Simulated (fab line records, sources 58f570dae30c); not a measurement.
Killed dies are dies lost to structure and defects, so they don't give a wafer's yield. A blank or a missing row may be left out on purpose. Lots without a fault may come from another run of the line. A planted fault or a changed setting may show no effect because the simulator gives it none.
fab line records | flow berkeley_cmos170
record lots=14 wafers=42 last_day=10
route steps=331 shown PWELL@40 SACOX@99 NLDD@160
lots that met no fault: from a run of the same line without faults
start_h: hours from the record's first day to the start of the lot's first wafer shown | wait_h: hours since the lot's step before | " the same as in the row above | L1.1+2: a row that stands for several wafers | - no value, or no start given | * or withheld: withheld | < > ~ a bound
route shown NAME@n: a module of which the file shows steps, and the number in the route of the first | usual: mean/standard deviation of fault-free wafers | same: alike in all rows | chamber/n: place in a boat | sites: the reading at each site | _std_site: their standard deviation | _edge_site: outer sites' mean less inner sites' | radius_mm: how far each site lies from the wafer's centre | mask NAME#n: copy n | behind: the tool/chamber that last shaped the wafer | hold: why the lot was held/for how many hours/how that ended | device: the transistor (n, p or np) that didn't switch | end of line: the same wafers' tests at the end of the route | a step without rows: its recipe alone | killed: dies lost to structure and defects at the first sort, not the wafer's yield | map: a wafer's dies, x killed, . not, _ none there
set.NAME: the setting as run; set.NAME@STEP: as run at that earlier step | model.NAME: the simulator's own value behind a step, which no gauge read
steps of the route over a sample of lots; a table a step, a row a wafer
## steps
# step UCB170_PWELL_THK_MEAS_06
# recipe reads=Si3N4_of_PWELL_CVD_05
# usual PWELL_NITRIDE_THK=222.3/2.1
# columns lot.wafer tool chamber start_h wait_h PWELL_NITRIDE_THK[nm]
L995.1 film_metro-03 - 47.12 0.0 218.7
L995.2 " - " " 220.6
L995.4 " - " " 220.6
L994.2 film_metro-04 - 47.13 0.0 223.1
L994.3 " - " " 224.3
L994.4 " - " " 222.4
L996.2 film_metro-02 - 58.46 0.0 218.4
L996.5 " - " " 219.2
L996.6 " - " " 217.7
L997.2 film_metro-03 - 65.14 0.0 223.1
L997.3 " - " " 222.7
L997.4 " - " " 227.2
L998.1 film_metro-04 - 74.00 0.0 224.8
L998.3 " - " " 225.7
L998.6 " - " " 224.3
L999.3 film_metro-02 - 74.02 0.0 225.1
L999.5 " - " " 223.2
L999.6 " - " " 222.0
L101.1 film_metro-04 - 85.79 0.0 224.6
L101.3 " - " " 223.0
L101.4 " - " " 224.3
L102.2 film_metro-03 - 97.01 0.0 221.7
L102.5 " - " " 221.5
L102.6 " - " " 222.6
L104.1 film_metro-02 - 101.35 0.0 219.1
L104.3 " - " " 219.7
L104.4 " - " " 221.1
L105.1 film_metro-03 - 101.35 0.0 223.2
L105.4 " - " " 222.0
L105.5 " - " " 222.2
L107.1 film_metro-02 - 116.99 0.0 216.7
L107.4 " - " " 219.8
L107.6 " - " " 216.9
L108.1 film_metro-04 - 116.99 0.0 219.7
L108.5 " - " " 222.0
L108.6 " - " " 222.2
L116.1 film_metro-04 - 153.95 0.0 221.0
L116.2 " - " " 221.4
L116.6 " - " " 220.9
L117.2 film_metro-04 - 164.34 0.0 221.3
L117.5 " - " " 220.3
L117.6 " - " " 222.6
# step UCB170_PWELL_DEVELOP_12
# recipe developer=TMAH develop_time_s=45 resist=KrF dev_temp_c=21
# usual chill_plate_temp_C=23.02/0.11 develop_time_s=45/0
# columns lot.wafer tool chamber start_h wait_h chill_plate_temp_C develop_time_s
L994.2 litho_track-03 0 48 - 22.93 45
L994.3 " 0 " " 22.89 45
L994.4 " 0 " " 22.89 45
L995.1 litho_track-03 0 48 - 22.91 45
L995.2 " 0 " " 23.10 45
L995.4 " 0 " " 23.08 45
L996.2 litho_track-03 0 59 - 23.23 45
L996.5 " 0 " " 23.19 45
L996.6 " 0 " " 23.13 45
L997.2 litho_track-02 0 66 - 23.27 45
L997.3 " 0 " " 22.99 45
L997.4 " 0 " " 23.17 45
L999.3 litho_track-04 0 75 - 22.94 45
L999.5 " 0 " " 22.93 45
L999.6 " 0 " " 23.00 45
L998.1 litho_track-02 0 75 - 22.89 45
L998.3 " 0 " " 22.92 45
L998.6 " 0 " " 22.97 45
L101.1 litho_track-04 0 86 - 23.17 45
L101.3 " 0 " " 23.30 45
L101.4 " 0 " " 23.07 45
L102.2 litho_track-04 0 97 - 23.06 45
L102.5 " 0 98 - 22.81 45
L102.6 " 0 " " 22.98 45
L104.1 litho_track-03 0 103 - 23.18 45
L104.3 " 0 " " 23.01 45
L104.4 " 0 " " 23.08 45
L105.1 litho_track-02 0 103 - 22.86 45
L105.4 " 0 " " 23.21 45
L105.5 " 0 " " 22.88 45
L108.1 litho_track-04 0 118 - 23.14 45
L108.5 " 0 " " 23.08 45
L108.6 " 0 " " 23.05 45
L107.1 litho_track-02 0 118 - 22.88 45
L107.4 " 0 " " 22.88 45
L107.6 " 0 " " 22.89 45
L116.1 litho_track-03 - 155 - - -
L116.2 " - " " - -
L116.6 " - " " - -
L117.2 litho_track-03 - 165 - - -
L117.5 " - " " - -
L117.6 " - " " - -
# step UCB170_SACOX_THK_MEAS_02
# recipe reads=SiO2_of_SACOX_OXIDATION_01
# usual SACOX_OXIDE_THK=14.19/0.28
# columns lot.wafer tool chamber start_h wait_h SACOX_OXIDE_THK[nm]
L995.1 film_metro-03 - 99.79 0.0 13.74
L995.2 " - " " 13.92
L995.4 " - " " 13.72
L994.2 film_metro-02 - 99.80 0.0 14.45
L994.3 " - " " 14.30
L994.4 " - " " 14.69
L996.2 film_metro-01 - 113.83 0.0 14.17
L996.5 " - " " 14.27
L996.6 " - " " 14.36
L997.2 film_metro-03 - 116.75 0.0 14.25
L997.3 " - " " 14.14
L997.4 " - " " 14.25
L998.1 film_metro-02 - 127.08 0.0 14.21
L998.3 " - " " 14.07
L998.6 " - " " 14.01
L999.3 film_metro-01 - 127.10 0.0 14.41
L999.5 " - " " 14.44
L999.6 " - " " 14.71
L101.1 film_metro-03 - 136.47 0.0 13.86
L101.3 " - " " 13.80
L101.4 " - " " 13.89
L102.2 film_metro-01 - 146.64 0.0 14.37
L102.5 " - " " 14.12
L102.6 " - " " 14.40
L104.1 film_metro-03 - 151.15 0.0 14.58
L104.3 " - " " 14.52
L104.4 " - " " 14.35
L105.1 film_metro-02 - 151.20 0.1 14.10
L105.4 " - " " 14.17
L105.5 " - " " 14.39
L108.1 film_metro-01 - 165.91 0.1 14.12
L108.5 " - " " 14.21
L108.6 " - " " 14.44
L107.1 film_metro-01 - 165.97 0.1 14.14
L107.4 " - " " 14.04
L107.6 " - " " 14.14
# step UCB170_NLDD_SOFTBAKE_02
# recipe resist=KrF temp_c=130 time_s=61.18
# usual plate_sensor_t_centre_C=131.41/0.01 plate_sensor_t_edge_C=131.53/0.011
# columns lot.wafer tool chamber start_h wait_h plate_sensor_t_centre_C plate_sensor_t_edge_C
L994.2 litho_track-01 0 129.81 0.1 131.39 131.52
L994.3 " 0 " " 131.39 131.53
L994.4 " 0 " " 131.41 131.53
L995.1 litho_track-04 0 130.11 0.1 131.42 131.53
L995.2 " 0 " " 131.39 131.54
L995.4 " 0 " " 131.4 131.54
L996.2 litho_track-04 0 143.97 0.1 131.4 131.52
L996.5 " 0 " " 131.39 131.53
L996.6 " 0 " " 131.42 131.52
L997.2 litho_track-02 0 149.02 0.1 131.41 131.54
L997.3 " 0 " " 131.41 131.55
L997.4 " 0 " " 131.41 131.53
L998.1 litho_track-02 0 154.50 0.1 131.41 131.53
L998.3 " 0 " " 131.41 131.54
L998.6 " 0 " " 131.41 131.51
L999.3 litho_track-04 0 154.58 0.1 131.4 131.54
L999.5 " 0 " " 131.4 131.55
L999.6 " 0 " " 131.42 131.55
L101.1 litho_track-02 0 163.30 0.1 131.42 131.52
L101.3 " 0 " " 131.41 131.53
L101.4 " 0 " " 131.41 131.51
L102.2 litho_track-02 0 169.39 0.1 131.39 131.54
L102.5 " 0 " " 131.4 131.52
L102.6 " 0 " " 131.43 131.53
L104.1 litho_track-01 0 182.71 0.1 131.4 131.52
L104.3 " 0 " " 131.41 131.54
L104.4 " 0 " " 131.41 131.53
L105.1 litho_track-04 0 182.91 0.1 131.42 131.53
L105.4 " 0 " " 131.4 131.53
L105.5 " 0 " " 131.43 131.53
L107.1 litho_track-04 0 191.32 0.1 131.38 131.52
L107.4 " 0 " " 131.4 131.53
L107.6 " 0 " " 131.41 131.53
L108.1 litho_track-04 0 191.77 0.1 131.42 131.55
L108.5 " 0 " " 131.41 131.54
L108.6 " 0 " " 131.41 131.54
## key
first_sign step=UCB170_PWELL_DEVELOP_12 reading=tool_record direction=missing
effect none on later readings
met_at UCB170_PWELL_DEVELOP_12
struck_lots L116,L117
later_rows_left_out L116.1,L116.2,L116.6,L117.2,L117.5,L117.6
sort_left_out L116.1,L116.2,L116.6,L117.2,L117.5,L117.6
tester_left_out L116,L117
not_acting_at UCB170_PWELL_THK_MEAS_06,UCB170_SACOX_THK_MEAS_02,UCB170_NLDD_SOFTBAKE_02
fault kind=skipped_step_whole tool=litho_track-03 chamber=- onset_h=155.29 steps=UCB170_PWELL_DEVELOP_12 scope=struck_lots_only
# tester_left_out: of these lots the tester's yield and bins aren't shown, on N5 and GAA mostly nor the transistor test; their killed dies are dies lost to structure and defects alone, not to doping, threshold or leakage, so they don't give the yield
# sort_left_out: the simulated sort isn't trusted on such a fault, so these wafers' sort isn't shown, and their yield isn't known
# later_rows_left_out: the simulator's readings of these wafers behind a module that went badly wrong aren't trusted and aren't shown, but for the sort
